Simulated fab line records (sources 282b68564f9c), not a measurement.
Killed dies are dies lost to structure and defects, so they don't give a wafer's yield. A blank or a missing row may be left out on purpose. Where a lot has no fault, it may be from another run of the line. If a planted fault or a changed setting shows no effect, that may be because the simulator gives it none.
A struck lot beside a sound one / flow rit cmos / 19 steps out of a route of 202
Sound: wafers L297.3, L297.4, L297.6. Wafers struck: L303.2, L303.4, L303.6. The cause is named last.
Per side, at each step with rows, come the tool, then ch with its chambers, and then its first start. Under that, the readings that differ: sound wafers / struck wafers / difference of the means / sigmas: that difference in standard deviations of wafers without a fault.
alike: words and numbers the same on both sides, and readings whose means are apart by under 2 such deviations; not compared: readings that were withheld, readings missing a value for some wafer, numbers with overlapping values and no deviation given by the record, and bounds like >300 which may hide the same value.
A row with sigmas, a row that says differs or no value, or rows on one side alone: a step with any of these is where the two part. Numbers that don't overlap but have no deviation are shown without sigmas and don't part them. A reading missing from all wafers of one side parts the sides only when that side holds two or more wafers.

first, 2 steps without rows for these wafers: RIT_NWELL_HARDBAKE_07 (time 120 s); RIT_NWELL_IMPLANT_08.
RIT_NWELL_STRIP_09: strips in O2, time 180 s.
  sound on plasma asher-03 ch 0,1, day 3 02:57; struck on plasma asher-03 ch 0,1, day 4 06:25
  alike: drypump motor current A
  not compared: rf hours counter h
RIT_NWELL_TW_MEAS_10:
  sound: film metro-02 at day 3 03:05; struck: film metro-04 at day 4 06:35
  alike: NWELL_TW
then, 6 steps without rows for these wafers: RIT_PWELL_HMDS_00 (prime time 60 s); RIT_PWELL_COAT_01 (resist thk 1300 nm); RIT_PWELL_SOFTBAKE_02 (time 60 s); RIT_PWELL_EXPOSE_03 (exposes mask M3, target cd 43700 nm); RIT_PWELL_PEB_04; RIT_PWELL_DEVELOP_05 (develop time 68 s).
RIT_PWELL_OVL_MEAS_06:
  sound: overlay-01 at day 3 04:03; struck: overlay-02 at day 4 07:39
  alike: PWELL_OVL
then, 1 step without rows for these wafers: RIT_PWELL_HARDBAKE_07 (time 120 s).
RIT_PWELL_IMPLANT_08:
  sound on implanter-03 ch 0, day 3 04:23; struck on implanter-03 ch 0, day 4 07:58
  alike: faraday current uA
RIT_PWELL_STRIP_09: strips in O2, time 180 s.
  sound on plasma asher-02 ch 0,1, day 3 04:32; struck on plasma asher-01 ch 0, day 4 08:05
  alike: drypump motor current A
  not compared: rf hours counter h
RIT_PWELL_TW_MEAS_10:
  sound: film metro-04 at day 3 04:40; struck: film metro-04 at day 4 08:16
  alike: PWELL_TW
then, 1 step without rows for these wafers: RIT_WELLDRIVE_ANNEAL_00 (time 14700 s).
RIT_WELLDRIVE_RS_MEAS_01: a four-point-probe measurement.
  sound: film metro-02 at day 3 09:50; struck: film metro-04 at day 4 14:20
  alike: NWELL_RS
RIT_WELLDRIVE_RS_MEAS_02: a four-point-probe measurement.
  sound: film metro-02 at day 3 09:58; struck: film metro-04 at day 4 14:45
reading=PWELL_RS (ohm/sq); sound=427.0 428.2 428.5; struck=434.4 435.9 434.8; difference=+7.1; sigmas=+5
  not compared: hold
-- the record jumps here: 2 days lie between the struck wafers' starts before and after (it left off in module WELLDRIVE and takes up again in module M1, whose first step shown is number 202 of the route) --
RIT_M1_PROBE_99:
  rows exist in the record for the struck wafers here (prober-01, day 6 15:16), but not for the sound ones

WHERE THEY PART
First at RIT_WELLDRIVE_RS_MEAS_02; last, within this record, at RIT_M1_PROBE_99.

WHY: what had been put in by the simulator
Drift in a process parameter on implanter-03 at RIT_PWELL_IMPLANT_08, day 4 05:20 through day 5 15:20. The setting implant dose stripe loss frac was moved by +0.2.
